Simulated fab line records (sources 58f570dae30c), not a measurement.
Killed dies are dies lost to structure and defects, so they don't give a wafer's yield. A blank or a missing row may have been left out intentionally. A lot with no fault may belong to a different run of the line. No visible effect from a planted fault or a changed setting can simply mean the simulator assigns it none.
Which of the tools did it? / flow berkeley-cmos170 / 24 wafers from 8 lots sampled at 5 of the route's 331 steps

## WHAT EACH GAUGE READ, for each wafer
UCB170_NWELL_TW_MEAS_16. Usual: NWELL_TW typically reads 1245, with standard deviation 8.
lot=L858; measured=day 2 12:00; on=film-metro-01; NWELL_TW=1258 1250 1253; flag=
lot=L859; measured=day 2 15:29; on=film-metro-04; NWELL_TW=1229 1231 1238; flag=
lot=L866; measured=day 3 23:10; on=film-metro-04; NWELL_TW=1222 1222 1226; flag=
lot=L874; measured=day 5 16:38; on=film-metro-04; NWELL_TW=1237 1235 1234; flag=
lot=L876; measured=day 6 00:27; on=film-metro-01; NWELL_TW=1238 1248 1246; flag=
lot=L878; measured=day 6 12:14; on=film-metro-01; NWELL_TW=1252 1247 1245; flag=
lot=L879; measured=day 6 17:44; on=film-metro-04; NWELL_TW=1245 1248 1243; flag=
lot=L881; measured=day 6 23:16; on=film-metro-03; NWELL_TW=1259 1258 1253; flag=

UCB170_V2_OVL_MEAS_13. Usual: V2_OVL typically reads 2 nm, with standard deviation 4.9.
lot=L858; measured=day 8 01:02; on=overlay-01; V2_OVL (nm)=4 8 5; flag=
lot=L859; measured=day 8 00:43; on=overlay-02; V2_OVL (nm)=-1 0 -1; flag=
lot=L866; measured=day 9 11:32; on=overlay-02; V2_OVL (nm)=-7 -1 -2; flag=
lot=L874; measured=day 11 03:07; on=overlay-02; V2_OVL (nm)=10 5 3; flag=
lot=L876; measured=day 11 20:25; on=overlay-01; V2_OVL (nm)=0 -7 6; flag=
lot=L878; measured=day 11 20:11; on=overlay-01; V2_OVL (nm)=5 -2 1; flag=
lot=L879; measured=day 11 19:34; on=overlay-02; V2_OVL (nm)=4 -9 -4; flag=
lot=L881; measured=day 11 20:50; on=overlay-01; V2_OVL (nm)=0 0 -5; flag=

UCB170_M3_CD_MEAS_15: target cd 700 nm. Usual: cd-nm at 699.9 nm, with a standard deviation of 1.6.
lot=L858; measured=day 8 04:23; on=cd-sem-01; cd-nm (nm)=699.5 701.5 701.6; flag=
lot=L859; measured=day 8 03:36; on=cd-sem-01; cd-nm (nm)=700.4 702.4 701.6; flag=
lot=L866; measured=day 9 16:11; on=cd-sem-02; cd-nm (nm)=699.0 696.3 698.2; flag=
lot=L874; measured=day 11 05:40; on=cd-sem-02; cd-nm (nm)=700.6 699.8 701.0; flag=
lot=L876; measured=day 12 01:05; on=cd-sem-02; cd-nm (nm)=699.7 698.0 700.1; flag=
lot=L878; measured=day 12 00:57; on=cd-sem-02; cd-nm (nm)=699.8 698.9 699.1; flag=
lot=L879; measured=day 12 00:49; on=cd-sem-02; cd-nm (nm)=700.2 699.5 699.6; flag=
lot=L881; measured=day 12 01:11; on=cd-sem-01; cd-nm (nm)=702.0 701.6 702.1; flag=

## WHAT TOOL EACH LOT RAN ON (gives the tool, then ch and the chambers of the sampled wafers, and finally the start)
lot=L858; UCB170_NWELL_IMPLANT_14=implanter-04 ch 0, day 2 11:45; UCB170_V2_CVD_00=pecvd-03 ch 0,1,2, day 7 23:04
lot=L859; UCB170_NWELL_IMPLANT_14=implanter-04 ch 0, day 2 15:14; UCB170_V2_CVD_00=pecvd-04 ch 1,2, day 7 22:47
lot=L866; UCB170_NWELL_IMPLANT_14=implanter-04 ch 0, day 3 22:55; UCB170_V2_CVD_00=pecvd-02 ch 1,2, day 9 08:42
lot=L874; UCB170_NWELL_IMPLANT_14=implanter-01 ch 0, day 5 16:25; UCB170_V2_CVD_00=pecvd-03 ch 1,2, day 11 01:08
lot=L876; UCB170_NWELL_IMPLANT_14=implanter-01 ch 0, day 6 00:12; UCB170_V2_CVD_00=pecvd-03 ch 1,2, day 11 16:36
lot=L878; UCB170_NWELL_IMPLANT_14=implanter-01 ch 0, day 6 11:58; UCB170_V2_CVD_00=pecvd-02 ch 0,2, day 11 16:21
lot=L879; UCB170_NWELL_IMPLANT_14=implanter-03 ch 0, day 6 17:29; UCB170_V2_CVD_00=pecvd-02 ch 0,1,2, day 11 15:45
lot=L881; UCB170_NWELL_IMPLANT_14=implanter-01 ch 0, day 6 23:01; UCB170_V2_CVD_00=pecvd-04 ch 1,2, day 11 17:20
- UCB170_NWELL_IMPLANT_14
- UCB170_V2_CVD_00: deposits SiO2 from TEOS/O2, target thk 2000 nm, time 250 s.

## WHAT THE TOOLS THEMSELVES READ (means of the sampled wafers that have a number; where no wafer has one, the mark that the record gives instead)
UCB170_NWELL_IMPLANT_14. Usual: faraday-current-uA at 31.6, with a standard deviation of 0.68.
lot=L858 tool=implanter-04 faraday-current-uA=31.2 flag=
lot=L859 tool=implanter-04 faraday-current-uA=31.1 flag=
lot=L866 tool=implanter-04 faraday-current-uA=31.3 flag=
lot=L874 tool=implanter-01 faraday-current-uA=31.3 flag=
lot=L876 tool=implanter-01 faraday-current-uA=31.2 flag=
lot=L878 tool=implanter-01 faraday-current-uA=31.4 flag=
lot=L879 tool=implanter-03 faraday-current-uA=32.0 flag=
lot=L881 tool=implanter-01 faraday-current-uA=31.5 flag=

UCB170_V2_CVD_00. Usual: heater-power-w at 250 W, with a standard deviation of 53.
lot=L858; tool=pecvd-03; heater-power-w (W)=232; flag=
lot=L859; tool=pecvd-04; heater-power-w (W)=237; flag=
lot=L866; tool=pecvd-02; heater-power-w (W)=243; flag=
lot=L874; tool=pecvd-03; heater-power-w (W)=225; flag=
lot=L876; tool=pecvd-03; heater-power-w (W)=210; flag=
lot=L878; tool=pecvd-02; heater-power-w (W)=266; flag=
lot=L879; tool=pecvd-02; heater-power-w (W)=267; flag=
lot=L881; tool=pecvd-04; heater-power-w (W)=233; flag=

## THE ANSWER, worked out from the rows above alone
Rule: a lot is off if the mean of its wafers that have a number lies more than 3 standard deviations from the usual mean. Also off: a lot with no number at a reading for which 4 or more lots have one. All remaining lots with rows at the step are treated as sound. The gauges are gone through in route order, then the tools' own readings, and for those a lot's mean is taken as printed above. The first step at which some lot is off is used, and at that step the reading that is off furthest; a lot without a number counts as furthest.
No lot is off on any of the readings shown, so nothing can be concluded from this.

## WHAT THE SIMULATOR PUT IN
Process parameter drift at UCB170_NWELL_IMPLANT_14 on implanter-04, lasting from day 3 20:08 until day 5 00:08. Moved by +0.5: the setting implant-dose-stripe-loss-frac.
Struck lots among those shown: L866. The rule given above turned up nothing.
